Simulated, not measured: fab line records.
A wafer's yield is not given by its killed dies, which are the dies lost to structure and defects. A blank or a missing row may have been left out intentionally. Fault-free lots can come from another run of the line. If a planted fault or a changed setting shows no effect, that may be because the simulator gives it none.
What tool caused it?    flow berkeley-cmos170    42 wafers from 14 lots sampled at 4 of the route's 331 steps

WHAT THE GAUGES SHOWED, per wafer
UCB170_START_BOW_MEAS_00. Usual: for INCOMING_BOW the level is -1 um and the standard deviation is 5.7.
lot   measured     on             INCOMING_BOW (um)  flag
L309  day 1 10:01  film-metro-03  3 2 4              
L310  day 1 15:00  film-metro-02  -2 -5 0            
L311  day 1 20:00  film-metro-03  16 -5 -8           
L313  day 2 06:00  film-metro-01  -1 -1 0            
L314  day 2 11:01  film-metro-03  7 -3 -5            
L316  day 2 21:02  film-metro-03  -3 -2 -3           
L317  day 3 02:00  film-metro-01  6 -4 -4            
L318  day 3 07:00  film-metro-02  -2 -8 -2           
L319  day 3 12:00  film-metro-02  -6 -11 -3          
L323  day 4 08:01  film-metro-01  -8 6 -3            
L328  day 5 09:00  film-metro-02  4 -2 3             
L329  day 5 14:00  film-metro-02  8 2 3              
L331  day 6 00:00  film-metro-01  -1 8 1             
L332  day 6 05:01  film-metro-02  -5 2 -2            

UCB170_M3_CD_MEAS_15: the cd target is 700 nm. Usual: 699.9 nm for cd-nm, sd 1.6.
lot   measured      on         cd-nm (nm)         flag
L309  day 8 10:47   cd-sem-02  697.7 698.8 699.3  
L310  day 8 06:41   cd-sem-01  699.6 701.1 699.5  
L311  day 8 10:20   cd-sem-01  699.3 699.4 698.6  
L313  day 8 21:32   cd-sem-02  699.8 701.1 699.7  
L314  day 9 12:04   cd-sem-01  701.4 702.6 700.7  
L316  day 9 11:04   cd-sem-01  699.5 698.2 698.7  
L317  day 10 03:10  cd-sem-01  700.6 701.3 700.6  
L318  day 10 08:02  cd-sem-01  700.4 701.2 699.9  
L319  day 10 10:29  cd-sem-01  698.8 696.9 698.6  
L323  day 11 00:17  cd-sem-01  700.6 700.4 699.6  
L328  day 11 18:29  cd-sem-02  701.3 701.5 700.8  
L329  day 11 19:20  cd-sem-02  700.1 698.3 699.0  
L331  day 11 18:59  cd-sem-02  700.2 700.1 700.5  
L332  day 11 18:45  cd-sem-01  699.1 700.2 702.6  

TOOL THAT RAN EACH LOT (tool first, then ch and the chambers of the sampled wafers, then the start)
lot   UCB170_SPACER_ETCHBACK_03           UCB170_CONTACT_ETCH_17
L309  rie-diel-01 ch 0,1,3, day 7 01:05   rie-diel-01 ch 0,2,3, day 7 14:37
L310  rie-diel-03 ch 0,1,3, day 7 01:05   rie-diel-03 ch 1,2,3, day 7 12:43
L311  rie-diel-02 ch 0,2,3, day 7 01:05   rie-diel-03 ch 0,1,2, day 7 15:08
L313  rie-diel-01 ch 1,2,3, day 7 13:56   rie-diel-04 ch 0,1,3, day 8 05:01
L314  rie-diel-02 ch 2,3, day 8 01:58     rie-diel-01 ch 0,2,3, day 8 15:56
L316  rie-diel-02 ch 0,2,3, day 8 01:53   rie-diel-03 ch 2,3, day 8 13:26
L317  rie-diel-03 ch 1,2,3, day 8 16:19   rie-diel-04 ch 1,3, day 9 04:19
L318  rie-diel-01 ch 0,2, day 9 01:29     rie-diel-03 ch 0,2, day 9 13:34
L319  rie-diel-03 ch 0,1,3, day 9 01:29   rie-diel-04 ch 2,3, day 9 12:44
L323  rie-diel-03 ch 0,2, day 9 15:45     rie-diel-03 ch 1,3, day 10 05:49
L328  rie-diel-03 ch 0,2,3, day 10 15:48  rie-diel-04 ch 0,1,3, day 11 00:59
L329  rie-diel-03 ch 1,2,3, day 10 15:52  rie-diel-04 ch 1,3, day 11 03:05
L331  rie-diel-01 ch 1,2,3, day 10 15:48  rie-diel-03 ch 0,1,3, day 11 02:51
L332  rie-diel-02 ch 0,2,3, day 10 15:48  rie-diel-01 ch 0,3, day 11 02:29
- UCB170_SPACER_ETCHBACK_03: etches SiO2 in CHF3/CF4/Ar, stops on Si, target depth 376 nm, time 100 s.
- UCB170_CONTACT_ETCH_17: etches BARC in N2/H2.

WHAT THE TOOLS THEMSELVES READ (means of the sampled wafers that have a number; where no wafer has one, the mark that the record gives instead)
UCB170_SPACER_ETCHBACK_03. Usual: chamber-pressure-mTorr 200.00 mTorr, standard deviation 0.2; drypump-motor-current-A 5.6 A, standard deviation 0.38; oes-product-au 0.913 a.u., standard deviation 0.016; rf-fwd-power-W 496.7 W, standard deviation 1.7; throttle-valve-pct 6.39 %, standard deviation 0.088.
lot   tool         chamber-pressure-mTorr (mTorr)  drypump-motor-current-A (A)  oes-product-au (a.u.)  rf-fwd-power-W (W)  throttle-valve-pct (%)  flag
L309  rie-diel-01  199.97                          5.4                          0.908                  497.3               6.43                    
L310  rie-diel-03  199.91                          5.7                          0.891                  495.6               6.34                    
L311  rie-diel-02  200.07                          5.8                          0.914                  497.5               6.34                    
L313  rie-diel-01  200.02                          5.7                          0.906                  497.0               6.46                    
L314  rie-diel-02  199.93                          5.9                          0.928                  496.6               6.28                    
L316  rie-diel-02  200.14                          5.8                          0.921                  498.0               6.33                    
L317  rie-diel-03  199.99                          5.6                          0.926                  495.5               6.39                    
L318  rie-diel-01  199.97                          5.7                          0.896                  496.1               6.44                    
L319  rie-diel-03  199.87                          5.7                          0.912                  496.7               6.34                    
L323  rie-diel-03  200.06                          5.3                          0.908                  495.3               6.42                    
L328  rie-diel-03  200.15                          5.4                          0.904                  494.8               6.36                    
L329  rie-diel-03  200.07                          5.6                          0.918                  497.0               6.39                    
L331  rie-diel-01  199.89                          5.7                          0.907                  497.1               6.46                    
L332  rie-diel-02  200.06                          5.8                          0.919                  498.4               6.34                    

UCB170_CONTACT_ETCH_17. Usual: chamber-pressure-mTorr 29.999 mTorr, standard deviation 0.027; drypump-motor-current-A 5.5 A, standard deviation 0.33; oes-product-au 0.998 a.u., standard deviation 0.019; rf-fwd-power-W 494.9 W, standard deviation 2; throttle-valve-pct 13.30 %, standard deviation 0.22.
lot   tool         chamber-pressure-mTorr (mTorr)  drypump-motor-current-A (A)  oes-product-au (a.u.)  rf-fwd-power-W (W)  throttle-valve-pct (%)  flag
L309  rie-diel-01  30.003                          5.5                          1.005                  494.8               13.40                   
L310  rie-diel-03  29.991                          5.6                          0.999                  494.8               13.14                   
L311  rie-diel-03  30.015                          5.5                          0.993                  495.1               13.18                   
L313  rie-diel-04  30.007                          5.5                          0.985                  494.6               13.42                   
L314  rie-diel-01  30.016                          5.5                          1.002                  496.6               13.40                   
L316  rie-diel-03  29.992                          5.3                          1.001                  493.7               13.13                   
L317  rie-diel-04  30.013                          5.3                          1.005                  495.7               13.33                   
L318  rie-diel-03  30.031                          5.3                          0.988                  495.0               13.11                   
L319  rie-diel-04  29.977                          5.6                          1.011                  494.1               13.61                   
L323  rie-diel-03  30.021                          5.9                          1.017                  494.7               13.18                   
L328  rie-diel-04  29.984                          5.5                          0.997                  496.2               13.41                   
L329  rie-diel-04  29.974                          5.2                          1.000                  494.0               13.37                   
L331  rie-diel-03  29.999                          5.7                          1.004                  494.1               13.11                   
L332  rie-diel-01  30.009                          5.1                          1.001                  496.1               13.44                   

THE ANSWER, worked out from the rows above alone
Rule: lot off if the mean of its wafers having a number is beyond 3 standard deviations from the usual mean. Also off: a lot with no number at a reading for which 4 or more lots have one. All remaining lots with rows at the step are treated as sound. After the gauges, taken in route order, come the tools' own readings; for these a lot's mean is taken, as printed above. The first step at which some lot is off is used, and at that step the reading that is off furthest; a lot without a number counts as furthest.
Nothing can be told from this: no lot is off at any reading shown.

WHAT WAS PUT IN BY THE SIMULATOR
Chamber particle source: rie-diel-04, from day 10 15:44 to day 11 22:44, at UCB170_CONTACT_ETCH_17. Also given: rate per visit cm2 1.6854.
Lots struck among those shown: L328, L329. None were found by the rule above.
